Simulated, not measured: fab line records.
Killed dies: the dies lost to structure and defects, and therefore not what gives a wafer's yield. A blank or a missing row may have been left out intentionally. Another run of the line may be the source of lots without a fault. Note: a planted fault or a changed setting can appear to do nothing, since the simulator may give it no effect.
Which tool did it? | flow rit-cmos | 7 lots, 21 wafers sampled, at 2 steps of a route of 202

WHAT THE GAUGES READ, wafer by wafer
RIT_SPACER_THK_MEAS_04.
lot  | measured    | on            | SPACER_NITRIDE_THK (nm)
L266 | day 3 16:44 | film-metro-04 | 251.9 249.6 248.6
L268 | day 4 01:11 | film-metro-01 | 246.1 246.8 245.8
L270 | day 4 09:33 | film-metro-01 | 244.9 246.2 246.8
L274 | day 5 06:14 | film-metro-03 | 254.1 253.8 250.8
L279 | day 6 04:49 | film-metro-03 | 248.5 250.3 247.0
L283 | day 7 03:44 | film-metro-04 | 247.2 246.1 247.3
L288 | day 8 02:27 | film-metro-01 | 248.4 247.9 247.0

WHAT TOOL EACH LOT RAN ON (gives the tool, then ch and the chambers of the sampled wafers, and finally the start)
lot  | RIT_FOX1_OXIDATION_00
L266 | furnace-04 ch 0, day 2 00:49
L268 | furnace-03 ch 0, day 2 10:31
L270 | furnace-01 ch 0, day 2 19:08
L274 | furnace-04 ch 0, day 3 19:13
L279 | furnace-01 ch 0, day 4 15:11
L283 | furnace-03 ch 0, day 5 12:07
L288 | furnace-03 ch 0, day 6 14:11
- RIT_FOX1_OXIDATION_00: target thk 350.7 nm, ox time 1130 s.

THE ANSWER, worked out from the rows above alone
Rule: usual is defined by the lots themselves. The widest of any qualifying gaps counts: lots, ordered by their means at a reading, are off when they make up no more than a third of the lots, leave a main group of 4 or more, and stand apart from it by 3 or more times the standard deviation of that group's means. A main group whose means are all the same, to the digits that the tables above print for the reading, isn't used. Also off: a lot with no number at a reading for which 4 or more lots have one. Where the step has rows for the other lots, those lots are counted as sound.
No lot is off at any reading shown: from this, nothing can be told.

WHAT THE SIMULATOR HAD PUT IN
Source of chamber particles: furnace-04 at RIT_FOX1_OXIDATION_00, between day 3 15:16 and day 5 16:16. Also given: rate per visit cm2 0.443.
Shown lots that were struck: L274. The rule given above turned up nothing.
